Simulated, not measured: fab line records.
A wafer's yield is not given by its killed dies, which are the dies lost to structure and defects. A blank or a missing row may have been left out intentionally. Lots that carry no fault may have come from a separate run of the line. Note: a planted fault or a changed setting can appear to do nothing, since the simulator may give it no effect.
A lot that was struck, set against a sound lot ; flow ritCmos ; 17 out of 202 route steps
Sound: these wafers, L914.1, L914.2, L914.4. Struck: wafers L915.1, L915.2, L915.5. Last of all comes the cause.
For every step that has rows: the tool of each side, followed by ch and its chambers, followed by its first start. Under that, the readings that differ: sound wafers ; struck wafers ; difference of the means ; sigmas: that difference in standard deviations of wafers without a fault.
alike: readings with means less than 2 such deviations apart, plus words and numbers identical on both sides. not compared: withheld readings, readings lacking a value on some wafer, bounds such as >300 that could conceal the same value, and numbers that have no deviation in the record and whose values overlap.
The two part at a step that has a row with sigmas, a row that says differs or no value, or rows on one side only. Numbers that have no deviation but don't overlap get no sigmas and don't part them. Lack of a reading on every wafer of one side parts them only where that side has two or more wafers.

first, 1 step without rows for these wafers: RIT_PRETRO_DEVELOP_05 (develop time 68 s).
RIT_PRETRO_OVL_MEAS_06:
  sound: overlay-01 at day 2 18:02; struck: overlay-02 at day 2 22:43
  alike: PRETRO_OVL
then, 2 steps without rows for these wafers: RIT_PRETRO_HARDBAKE_07 (time 120 s); RIT_PRETRO_IMPLANT_08.
RIT_PRETRO_STRIP_09: strips in O2, time 180 s.
  sound on plasmaAsher-04 ch 0,1, day 2 18:28; struck on plasmaAsher-02 ch 0,1, day 2 23:09
  alike: drypumpMotorCurrentA
  not compared: rfHoursCounterH
RIT_PRETRO_TW_MEAS_10:
  sound: filmMetro-02 at day 2 18:38; struck: filmMetro-03 at day 2 23:19
  alike: PRETRO_TW
then, 5 steps without rows for these wafers: RIT_GATE_WET_ETCH_00 (etches SiO2 in BOE, target depth 56 nm, time 60 s); RIT_GATE_CLEAN_01 (cleans in SC1, time 600 s); RIT_GATE_CLEAN_02 (cleans in dHF, time 30 s); RIT_GATE_CLEAN_03 (cleans in SC2, time 600 s); RIT_GATE_CLEAN_04 (cleans in dHF, time 60 s).
RIT_FOX2_THK_MEAS_91:
  sound: filmMetro-02 at day 2 19:10; struck: filmMetro-02 at day 2 23:52
  alike: FIELD_OXIDE_LEFT_2_THK
RIT_GATE_OXIDATION_05: target thk 3 nm, ox time 270 s.
  sound on furnace-02 ch 0, day 2 19:35; struck on furnace-02 ch 0, day 3 00:33
reading;sound;struck;difference;sigmas
spikeTcCentreC (C);903.3 903.2 902.2;888.3 887.4 888.7;-14.8;-13
spikeTcLoadC (C);925.2 926.8 926.5;910.8 910.5 911.1;-15.4;-10
spikeTcSourceC (C);928.2 929.2 927.7;913.5 915.9 913.8;-14.0;-7
tubeCenterTempC (C);899.96 900.21 900.1;885.79 886.12 885.92;-14.15;-99 or more
tube_center_temp_C_max;901.6 902.2 901.8;888.0 888.1 888.3;-13.7;-38
model.SiO2_of_GATE_OXIDATION_05.thkNm (nm);3.045 3.063 3;2.358 2.445 2.394;-0.637;
  alike: zonePowerCentrePct
then, 1 step without rows for these wafers: RIT_GATE_ANNEAL_06 (time 600 s).
RIT_GATE_THK_MEAS_07:
  sound: filmMetro-01 at day 2 20:55; struck: filmMetro-02 at day 3 01:53
reading;sound;struck;difference;sigmas
GATE_OXIDE_THK (nm);3.03 3.01 3.00;2.38 2.40 2.37;-0.63;-12
then, 1 step without rows for these wafers: RIT_GATE_CVD_08 (deposits poly-Si from SiH4, target thk 250 nm, time 2220 s).
RIT_M1_PROBE_99:
  sound: prober-01 at day 3 19:58; struck: prober-02 at day 4 02:15
  alike: killedAtContacts, killedAtFrontEnd, killedDies, killedOpen, killedShort
  not compared: model.etest.pmos_0p3.rOnOhmUm, model.etest.pmosTurned.rOnOhmUm, model.etest.pmos_0p15.rOnOhmUm, model.etest.nmos_0p3.rOnOhmUm, model.etest.nmos_0p15.driveUaUm, model.etest.nmos_0p15.rOnOhmUm, model.etest.nmosNarrow.driveUaUm, model.etest.nmos_0p3.driveUaUm

== WHERE THEY PART ==
At RIT_GATE_OXIDATION_05 first; at RIT_GATE_THK_MEAS_07 last (within this record only). Later steps at which nothing parts them and some readings are alike: RIT_M1_PROBE_99.

WHY: the cause the simulator had injected
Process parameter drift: furnace-02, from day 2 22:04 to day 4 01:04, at RIT_GATE_OXIDATION_05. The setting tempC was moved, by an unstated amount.
